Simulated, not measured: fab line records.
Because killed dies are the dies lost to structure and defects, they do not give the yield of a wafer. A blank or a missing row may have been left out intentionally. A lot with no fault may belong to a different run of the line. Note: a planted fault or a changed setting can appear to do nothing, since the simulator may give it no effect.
Which tool did it?    flow berkeley-cmos170    13 lots (39 wafers sampled), 1 step of a 331-step route

WHAT EACH GAUGE READ, for each wafer
UCB170_NSD_TW_MEAS_10. Usual: NSD_TW 4161, standard deviation 31.
lot   measured      on             NSD_TW          flag
L380  day 6 17:40   film-metro-04  4153 4159 4137  
L379  day 6 17:54   film-metro-04  4162 4152 4155  
L381  day 7 05:17   film-metro-04  4113 4141 4094  
L384  day 7 09:31   film-metro-04  4090 4098 4115  
L388  day 8 16:50   film-metro-03  4174 4153 4157  
L385  day 8 17:12   film-metro-01  4193 4195 4174  
L395  day 10 03:41  film-metro-03  4183 4191 4195  
L392  day 10 03:58  film-metro-03  4202 4205 4220  
L396  day 11 03:59  film-metro-01  4157 4167 4187  
L398  day 11 04:26  film-metro-04  4140 4133 4143  
L400  day 11 15:59  film-metro-04  4132 4118 4120  
L401  day 11 15:59  film-metro-03  4168 4147 4194  
L402  day 12 03:16  film-metro-04  4142 4122 4129  

WHAT TOOL EACH LOT RAN ON (gives the tool, then ch and the chambers of the sampled wafers, and finally the start)
No process step before these readings appears in the record.

AS READ BY THE TOOLS THEMSELVES (means over the sampled wafers that have a number; for cases with no such wafer, the mark the record gives instead)
The record holds no such reading with a usual standard deviation.

THE ANSWER, worked out from the rows above alone
Rule: a lot counts as off when the mean over its wafers that have a number is more than 3 standard deviations away from the usual mean. A lot without any number at a reading at which 4 lots or more have one is off too. Where the step has rows for the other lots, those lots are counted as sound. First the gauges in route order, then the tools' own readings, where a lot's mean is used as printed above. The first step at which some lot is off is used, and at that step the reading that is off furthest; a lot without a number counts as furthest.
No lot is off on any of the readings shown, so nothing can be concluded from this.

WHAT THE SIMULATOR HAD INSERTED
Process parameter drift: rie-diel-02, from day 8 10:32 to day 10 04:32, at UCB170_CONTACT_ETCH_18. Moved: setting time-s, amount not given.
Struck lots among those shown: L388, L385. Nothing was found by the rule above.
